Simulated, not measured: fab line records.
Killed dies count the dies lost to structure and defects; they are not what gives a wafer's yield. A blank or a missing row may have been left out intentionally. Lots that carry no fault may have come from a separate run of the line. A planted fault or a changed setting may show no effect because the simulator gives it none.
Commonality check across tools | flow berkeleyCmos170 | 14 lots, 42 wafers sampled

== WHAT PROMPTED THE OPENING ==
At UCB170_M2_CD_MEAS_90 the reading cdNm is flagged on 2 of 14 lots. No-fault wafers: 700.6 nm, standard deviation 2.4.
Rule: a lot is flagged in two cases, either no wafer of it has a number, or all its wafers with numbers fall more than 4 standard deviations from that mean. All remaining lots are regarded as sound.

lot  | measured     | on       | cdNm (nm), wafer by wafer | flag
L446 | day 7 22:50  | cdSem-01 | 701.4 699.9 701.0         | 
L449 | day 8 18:54  | cdSem-02 | 701.4 705.5 702.5         | 
L447 | day 8 19:53  | cdSem-01 | 700.0 700.6 700.7         | 
L451 | day 9 00:50  | cdSem-02 | 695.7 696.8 700.2         | 
L450 | day 9 04:17  | cdSem-02 | 680.7 678.9 679.1         | FLAGGED
L453 | day 9 14:55  | cdSem-02 | 699.5 702.0 699.1         | 
L452 | day 9 16:15  | cdSem-02 | 679.5 679.5 682.4         | FLAGGED
L459 | day 11 06:22 | cdSem-02 | 699.7 702.5 703.7         | 
L460 | day 11 10:31 | cdSem-01 | 698.8 701.5 696.5         | 
L457 | day 11 11:29 | cdSem-01 | 699.9 701.9 699.5         | 
L461 | day 11 12:59 | cdSem-02 | 702.7 703.1 704.4         | 
L463 | day 11 23:10 | cdSem-02 | 703.6 702.6 699.4         | 
L467 | day 12 12:56 | cdSem-02 | 695.7 698.9 700.0         | 
L468 | day 13 06:26 | cdSem-02 | 698.7 698.8 698.5         | 
The mean of the flagged lots' numbers is 680.0 nm, -20.6 nm from the usual (-9 standard deviations).

== WHICH TOOL EACH LOT WENT THROUGH ==
Before the reading, the record contains 3 process steps out of a 331-step route. Each cell gives the tool, then ch followed by the chambers the sampled wafers passed through, then the start.
lot  | flag    | UCB170_M1_STRIP_13                  | UCB170_M2_METAL_ETCH_18          | UCB170_M2_STRIP_19
L446 |         | plasmaAsher-01 ch 0,1, day 7 13:43  | rieMetal-04 ch 1, day 7 22:26    | plasmaAsher-03 ch 0,1, day 7 22:43
L449 |         | plasmaAsher-03 ch 0,1, day 8 12:13  | rieMetal-04 ch 0,1, day 8 18:38  | plasmaAsher-01 ch 0,1, day 8 18:47
L447 |         | plasmaAsher-02 ch 0,1, day 8 12:35  | rieMetal-01 ch 0,1, day 8 19:34  | plasmaAsher-04 ch 0,1, day 8 19:46
L451 |         | plasmaAsher-01 ch 0,1, day 8 17:58  | rieMetal-02 ch 0,1, day 9 00:34  | plasmaAsher-04 ch 0,1, day 9 00:43
L450 | FLAGGED | plasmaAsher-03 ch 0,1, day 8 18:19  | rieMetal-04 ch 0,1, day 9 04:00  | plasmaAsher-03 ch 0,1, day 9 04:11
L453 |         | plasmaAsher-02 ch 1, day 9 08:28    | rieMetal-02 ch 0,1, day 9 14:38  | plasmaAsher-04 ch 0,1, day 9 14:49
L452 | FLAGGED | plasmaAsher-01 ch 0,1, day 9 08:37  | rieMetal-04 ch 0,1, day 9 15:58  | plasmaAsher-03 ch 0,1, day 9 16:09
L459 |         | plasmaAsher-01 ch 0,1, day 10 20:36 | rieMetal-01 ch 0,1, day 11 06:03 | plasmaAsher-01 ch 1, day 11 06:14
L460 |         | plasmaAsher-02 ch 0,1, day 10 23:07 | rieMetal-02 ch 0,1, day 11 10:12 | plasmaAsher-03 ch 0,1, day 11 10:23
L457 |         | plasmaAsher-01 ch 0,1, day 10 22:46 | rieMetal-01 ch 0,1, day 11 11:10 | plasmaAsher-04 ch 0,1, day 11 11:22
L461 |         | plasmaAsher-03 ch 0,1, day 11 04:55 | rieMetal-02 ch 0,1, day 11 12:40 | plasmaAsher-01 ch 0,1, day 11 12:52
L463 |         | plasmaAsher-01 ch 0,1, day 11 16:05 | rieMetal-02 ch 0,1, day 11 22:54 | plasmaAsher-04 ch 0,1, day 11 23:04
L467 |         | plasmaAsher-01 ch 0,1, day 12 01:42 | rieMetal-02 ch 0,1, day 12 12:39 | plasmaAsher-04 ch 0,1, day 12 12:50
L468 |         | plasmaAsher-02 ch 0,1, day 12 20:49 | rieMetal-01 ch 0, day 13 06:08   | plasmaAsher-04 ch 0,1, day 13 06:19
What is done by these steps:
- UCB170_M1_STRIP_13: strips in O2.
- UCB170_M2_METAL_ETCH_18: etches Al in Cl2/BCl3, stops on SiO2, target depth 1170 nm, time 195 s.
- UCB170_M2_STRIP_19: strips in O2.
- UCB170_M2_CD_MEAS_90: target cd 700 nm.

== FLAGGED OVER TOTAL, TOOL BY TOOL (the gauges that took the reading come last) ==
step                    | tool           | lots run | flagged | share of the flagged lots | sound lots run after its first flagged lot
UCB170_M1_STRIP_13      | plasmaAsher-01 | 7        | 1       | some                      | 4 (L459,L457,L463,L467)
UCB170_M1_STRIP_13      | plasmaAsher-02 | 4        | 0       | none                      | -
UCB170_M1_STRIP_13      | plasmaAsher-03 | 3        | 1       | some                      | 1 (L461)
UCB170_M2_METAL_ETCH_18 | rieMetal-01    | 4        | 0       | none                      | -
UCB170_M2_METAL_ETCH_18 | rieMetal-02    | 6        | 0       | none                      | -
UCB170_M2_METAL_ETCH_18 | rieMetal-04    | 4        | 2       | all                       | 0
UCB170_M2_STRIP_19      | plasmaAsher-01 | 3        | 0       | none                      | -
UCB170_M2_STRIP_19      | plasmaAsher-03 | 4        | 2       | all                       | 1 (L460)
UCB170_M2_STRIP_19      | plasmaAsher-04 | 7        | 0       | none                      | -
UCB170_M2_CD_MEAS_90    | cdSem-01       | 4        | 0       | none                      | -
UCB170_M2_CD_MEAS_90    | cdSem-02       | 10       | 2       | all                       | 6 (L453,L459,L461,L463,L467,L468)

== THE TABLE: WHAT IT ALLOWS ==
Rows of the table that ran every flagged lot, 3 in all: rieMetal-04 at UCB170_M2_METAL_ETCH_18, plasmaAsher-03 at UCB170_M2_STRIP_19, cdSem-02 at UCB170_M2_CD_MEAS_90.
- rieMetal-04 at UCB170_M2_METAL_ETCH_18: 2 of its 4 lots flagged. Last sound lot L449 at day 8 18:38, first flagged lot L450 at day 9 04:00; a fault beginning in between fits.
- plasmaAsher-03 at UCB170_M2_STRIP_19: 2 of its 4 lots flagged. Sound lots ran on it after the first flagged one (L460), which a lasting fault on the whole tool wouldn't allow. Its own readings lie more than 4 standard deviations out on every wafer of the flagged lots: oesProductAu.
- cdSem-02 at UCB170_M2_CD_MEAS_90: 2 of its 10 lots flagged. Sound lots ran on it after the first flagged one (L453, L459, L461, L463, L467, L468), which a lasting fault on the whole tool wouldn't allow.
Just one tool remains: rieMetal-04 at UCB170_M2_METAL_ETCH_18.

== WHAT THE SIMULATOR HAD INSERTED ==
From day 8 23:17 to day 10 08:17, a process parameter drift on rieMetal-04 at UCB170_M2_METAL_ETCH_18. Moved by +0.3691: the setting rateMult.
Lots struck among those shown: L450, L452. The rule above found the same.
